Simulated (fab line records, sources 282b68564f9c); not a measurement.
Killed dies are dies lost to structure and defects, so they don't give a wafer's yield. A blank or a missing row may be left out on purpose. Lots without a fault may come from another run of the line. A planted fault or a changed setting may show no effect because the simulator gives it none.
Problem report in the 8D (eight disciplines) form, filled by code | flow rit_cmos | the parts of the form that need people (team, actions taken, sign-off) are left out

1. THE PROBLEM
SILICIDE_TI_RS at RIT_SILICIDE_RS_MEAS_02 reads a mean of 52.9 ohm/sq on 9 wafers of 3 lots; wafers without a fault read 47.6 ohm/sq with a standard deviation of 0.51. That is +10 standard deviations from the usual mean.
The step: measures by four-point-probe.
First seen on wafer L237.1, day 5 08:56, on film_metro-03. The record holds 45 wafers of 15 lots with a number at this step. Rule for "out", or "out of limits": more than 4 standard deviations from the usual mean. The other wafers with a number count as sound.

2. WHAT IT IS AND WHAT IT IS NOT
question                    | is                           | is not
which readings at this step | SILICIDE_TI_RS               | -
which lots                  | L237, L239, L240             | L226, L227, L228, L229, L230, L231, L232, L238, L243, L245, L247, L249
which wafers of those lots  | all that have a number       | -
read on which gauges        | film_metro-03, film_metro-04 | film_metro-01
when                        | from day 5 08:56             | up to then (21 sound wafers); but 15 sound wafers of L238, L243, L245, L247, L249 came after

3. SUSPECTS, AND WHAT RULES EACH OUT
Counting: a tool at a process step up to the reading stays a suspect if it ran every lot that is out and no sound lot after the first of them.
- the gauge at RIT_SILICIDE_RS_MEAS_02: ruled out. The wafers that are out were read on 2 gauges (film_metro-03, film_metro-04).
- pvd_sputter-04 at RIT_SILICIDE_SPUTTER_01 (material Ti, target thk 30 nm, time 240 s): kept. It ran every lot that is out, first L237 (day 5 08:47), and no sound lot after that; its last sound lot up to then is L231 (day 4 04:10).
Left after counting: pvd_sputter-04 at RIT_SILICIDE_SPUTTER_01.

4. THE CAUSE (what the simulator had put in)
Process parameter drift: pvd_sputter-04, from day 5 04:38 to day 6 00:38, at RIT_SILICIDE_SPUTTER_01. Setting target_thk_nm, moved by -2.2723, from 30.
Counting left only this tool.

5. THE CHAIN OF EFFECTS, in route order
Each row: a reading whose mean over the struck wafers that have a number lies more than 3 standard deviations from the usual. Only readings for which the record gives a usual standard deviation are gone through. hours: the time from each lot's start at the first step in this table that gives one to its start at this step, as a median over the lots. sigmas: the change in usual standard deviations.
hours | step                     | reading         | usual       | on struck wafers | change | sigmas
0     | RIT_SILICIDE_RS_MEAS_02  | SILICIDE_TI_RS  | 47.6 ohm/sq | 52.9             | +5.3   | +10
0     | RIT_SILICIDE_THK_MEAS_03 | SILICIDE_TI_THK | 30.31 nm    | 27.92            | -2.39  | -8.8

6. WHAT WOULD HAVE CAUGHT IT SOONER
In this record the first reading out of limits at a measuring or inspecting step was taken at day 5 08:56, 4 hours after the fault began at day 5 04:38.
Of the tool readings at RIT_SILICIDE_SPUTTER_01 for which the record gives a usual standard deviation, none was out on any struck wafer, so an alarm limit of 4 standard deviations on them would not have fired.
Of the lots that are out (3), L239, L240 began RIT_SILICIDE_SPUTTER_01 on pvd_sputter-04 after day 5 08:56. A hold on the tool at that time would have spared those 2.
